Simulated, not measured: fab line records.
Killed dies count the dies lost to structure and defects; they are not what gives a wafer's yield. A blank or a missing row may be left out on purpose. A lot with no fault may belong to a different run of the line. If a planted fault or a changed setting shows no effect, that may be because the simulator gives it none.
Which of the tools did it? :: flow rit cmos :: 42 wafers from 14 lots sampled at 4 of the route's 202 steps

== WHAT THE GAUGES SHOWED, per wafer ==
RIT_ACTIVE_THK_MEAS_02.
lot: L887
measured: day 1 17:04
on: film metro-02
ACTIVE_OXIDE_THK (nm): 46.7 46.9 47.2

lot: L889
measured: day 2 03:03
on: film metro-01
ACTIVE_OXIDE_THK (nm): 46.3 46.3 46.0

lot: L890
measured: day 2 08:04
on: film metro-04
ACTIVE_OXIDE_THK (nm): 47.6 47.3 47.6

lot: L891
measured: day 2 13:03
on: film metro-01
ACTIVE_OXIDE_THK (nm): 46.8 46.0 46.4

lot: L892
measured: day 2 18:04
on: film metro-01
ACTIVE_OXIDE_THK (nm): 45.7 46.8 45.8

lot: L893
measured: day 2 23:37
on: film metro-04
ACTIVE_OXIDE_THK (nm): 47.4 46.6 47.3

lot: L894
measured: day 3 04:04
on: film metro-04
ACTIVE_OXIDE_THK (nm): 46.1 46.6 46.4

lot: L895
measured: day 3 09:18
on: film metro-01
ACTIVE_OXIDE_THK (nm): 46.4 46.9 46.0

lot: L899
measured: day 4 05:03
on: film metro-01
ACTIVE_OXIDE_THK (nm): 48.7 48.3 48.7

lot: L901
measured: day 4 15:03
on: film metro-02
ACTIVE_OXIDE_THK (nm): 46.5 46.4 46.3

lot: L903
measured: day 5 01:05
on: film metro-04
ACTIVE_OXIDE_THK (nm): 47.5 47.2 46.9

lot: L905
measured: day 5 11:05
on: film metro-01
ACTIVE_OXIDE_THK (nm): 47.4 47.7 47.6

lot: L906
measured: day 5 16:04
on: film metro-01
ACTIVE_OXIDE_THK (nm): 46.6 47.4 47.7

lot: L908
measured: day 6 02:05
on: film metro-04
ACTIVE_OXIDE_THK (nm): 46.6 46.5 46.0

RIT_GATE_CD_MEAS_16: the cd target is 150 nm.
lot: L887
measured: day 2 17:22
on: cd sem-02
cd nm (nm): 151.1 154.7 152.7

lot: L889
measured: day 3 03:46
on: cd sem-02
cd nm (nm): 144.6 147.5 146.6

lot: L890
measured: day 3 10:04
on: cd sem-01
cd nm (nm): 151.9 151.3 150.7

lot: L891
measured: day 3 13:35
on: cd sem-02
cd nm (nm): 154.2 155.3 155.6

lot: L892
measured: day 3 17:54
on: cd sem-01
cd nm (nm): 149.3 147.7 149.1

lot: L893
measured: day 3 23:19
on: cd sem-01
cd nm (nm): 150.7 149.4 149.8

lot: L894
measured: day 4 04:31
on: cd sem-01
cd nm (nm): 149.4 148.7 147.5

lot: L895
measured: day 4 11:10
on: cd sem-01
cd nm (nm): 145.8 148.0 148.6

lot: L899
measured: day 5 05:37
on: cd sem-01
cd nm (nm): 154.3 153.5 153.4

lot: L901
measured: day 5 15:53
on: cd sem-02
cd nm (nm): 145.8 148.7 149.7

lot: L903
measured: day 6 02:25
on: cd sem-01
cd nm (nm): 150.1 151.4 150.9

lot: L905
measured: day 6 11:27
on: cd sem-02
cd nm (nm): 150.9 148.7 149.9

lot: L906
measured: day 6 16:04
on: cd sem-02
cd nm (nm): 148.3 151.4 149.0

lot: L908
measured: day 7 02:27
on: cd sem-01
cd nm (nm): 148.7 146.6 145.8

RIT_NSD_OVL_MEAS_06.
lot: L887
measured: day 3 04:04
on: overlay-02
NSD_OVL (nm): -1.2 0.6 -0.7

lot: L889
measured: day 3 13:47
on: overlay-01
NSD_OVL (nm): 2.0 4.1 -0.2

lot: L890
measured: day 3 20:19
on: overlay-01
NSD_OVL (nm): -1.6 0.8 0.3

lot: L891
measured: day 4 00:47
on: overlay-01
NSD_OVL (nm): -1.3 -0.9 -0.9

lot: L892
measured: day 4 05:09
on: overlay-01
NSD_OVL (nm): 0.5 0.6 1.2

lot: L893
measured: day 4 09:38
on: overlay-01
NSD_OVL (nm): -1.7 -0.1 -2.0

lot: L894
measured: day 4 16:29
on: overlay-02
NSD_OVL (nm): 1.5 2.0 0.0

lot: L895
measured: day 4 21:19
on: overlay-01
NSD_OVL (nm): 2.1 1.2 0.6

lot: L899
measured: day 5 15:50
on: overlay-02
NSD_OVL (nm): -0.1 -1.5 -1.0

lot: L901
measured: day 6 02:03
on: overlay-02
NSD_OVL (nm): 0.5 0.7 -1.0

lot: L903
measured: day 6 12:49
on: overlay-01
NSD_OVL (nm): -0.2 -0.5 1.1

lot: L905
measured: day 6 21:32
on: overlay-02
NSD_OVL (nm): 0.2 1.7 0.3

lot: L906
measured: day 7 03:17
on: overlay-01
NSD_OVL (nm): 0.6 -0.2 -0.6

lot: L908
measured: day 7 13:12
on: overlay-01
NSD_OVL (nm): 0.6 -1.3 1.1

== EACH LOT AND THE TOOL THAT RAN IT (in order: tool; ch and the chambers of the sampled wafers; start) ==
lot: L887
RIT_NRETRO_DEVELOP_05: litho track-02 ch 0, day 2 09:00

lot: L889
RIT_NRETRO_DEVELOP_05: litho track-04 ch 0, day 2 20:00

lot: L890
RIT_NRETRO_DEVELOP_05: litho track-04 ch 0, day 3 02:00

lot: L891
RIT_NRETRO_DEVELOP_05: litho track-04 ch 0, day 3 06:00

lot: L892
RIT_NRETRO_DEVELOP_05: litho track-01 ch 0, day 3 11:00

lot: L893
RIT_NRETRO_DEVELOP_05: litho track-01 ch 0, day 3 16:00

lot: L894
RIT_NRETRO_DEVELOP_05: litho track-01 ch 0, day 3 20:00

lot: L895
RIT_NRETRO_DEVELOP_05: litho track-04 ch 0, day 4 03:00

lot: L899
RIT_NRETRO_DEVELOP_05: litho track-04 ch 0, day 4 21:00

lot: L901
RIT_NRETRO_DEVELOP_05: litho track-04 ch 0, day 5 08:00

lot: L903
RIT_NRETRO_DEVELOP_05: litho track-01 ch 0, day 5 19:00

lot: L905
RIT_NRETRO_DEVELOP_05: litho track-01 ch 0, day 6 04:00

lot: L906
RIT_NRETRO_DEVELOP_05: litho track-01 ch 0, day 6 08:00

lot: L908
RIT_NRETRO_DEVELOP_05: litho track-01 ch 0, day 6 19:00
- RIT_NRETRO_DEVELOP_05: develop time 68 s.

== WHAT THE TOOLS THEMSELVES READ (means of the sampled wafers that have a number; where no wafer has one, the mark that the record gives instead) ==
RIT_NRETRO_DEVELOP_05.
lot: L887
tool: litho track-02
developer temp C (C): 23.17
resist line temp C (C): 22.83

lot: L889
tool: litho track-04
developer temp C (C): 22.96
resist line temp C (C): 23.02

lot: L890
tool: litho track-04
developer temp C (C): 23.03
resist line temp C (C): 22.89

lot: L891
tool: litho track-04
developer temp C (C): 22.90
resist line temp C (C): 23.01

lot: L892
tool: litho track-01
developer temp C (C): 23.00
resist line temp C (C): 22.98

lot: L893
tool: litho track-01
developer temp C (C): 22.88
resist line temp C (C): 23.10

lot: L894
tool: litho track-01
developer temp C (C): 23.16
resist line temp C (C): 22.87

lot: L895
tool: litho track-04
developer temp C (C): 22.96
resist line temp C (C): 22.92

lot: L899
tool: litho track-04
developer temp C (C): 23.88
resist line temp C (C): 22.99

lot: L901
tool: litho track-04
developer temp C (C): 23.85
resist line temp C (C): 22.97

lot: L903
tool: litho track-01
developer temp C (C): 22.93
resist line temp C (C): 23.08

lot: L905
tool: litho track-01
developer temp C (C): 22.95
resist line temp C (C): 23.04

lot: L906
tool: litho track-01
developer temp C (C): 22.96
resist line temp C (C): 23.11

lot: L908
tool: litho track-01
developer temp C (C): 22.92
resist line temp C (C): 22.99

== THE ANSWER, worked out from the rows above alone ==
Rule: the lots themselves supply what counts as usual. Put in order of their means at a reading, lots are off if they are a third of the lots or fewer, leave a main group of 4 or more, and stand apart from it by a gap of 3 or more times the standard deviation of the main group's means; of several such gaps the widest counts. If all means in a main group match to the digits the tables above print for the reading, that group is not used. Also off: a lot with no number at a reading for which 4 or more lots have one. Where the step has rows for the other lots, those lots are counted as sound. Order of review: gauges by route order, followed by the tools' own readings, for which a lot's mean as printed above is used. The first step at which some lot is off is used, and at that step the reading that is off furthest; a lot without a number counts as furthest.
Off: L899, L901 (RIT_NRETRO_DEVELOP_05, developer temp C). Mean 22.98 C and standard deviation 0.089 in the main group.
A tool fits if, at that step or a process step before it, it ran every lot that is off, and no sound lot after the first of them. One fits: litho track-04 at RIT_NRETRO_DEVELOP_05. A fault onset in the window from L895 (day 4 03:00, its last sound lot) to L899 (day 4 21:00, its first lot off) fits.
On the lots that are off, the tool's own readings at RIT_NRETRO_DEVELOP_05 differ by more than 5 times the standard deviation of the sound lots' means, which bears it out; developer temp C reads 23.87 C there versus 22.98 C on the sound lots.

== WHAT THE SIMULATOR PUT IN ==
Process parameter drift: litho track-04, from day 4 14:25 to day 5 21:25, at RIT_NRETRO_DEVELOP_05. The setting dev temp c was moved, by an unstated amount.
Shown lots that were struck: L899, L901. The rule above found the same.
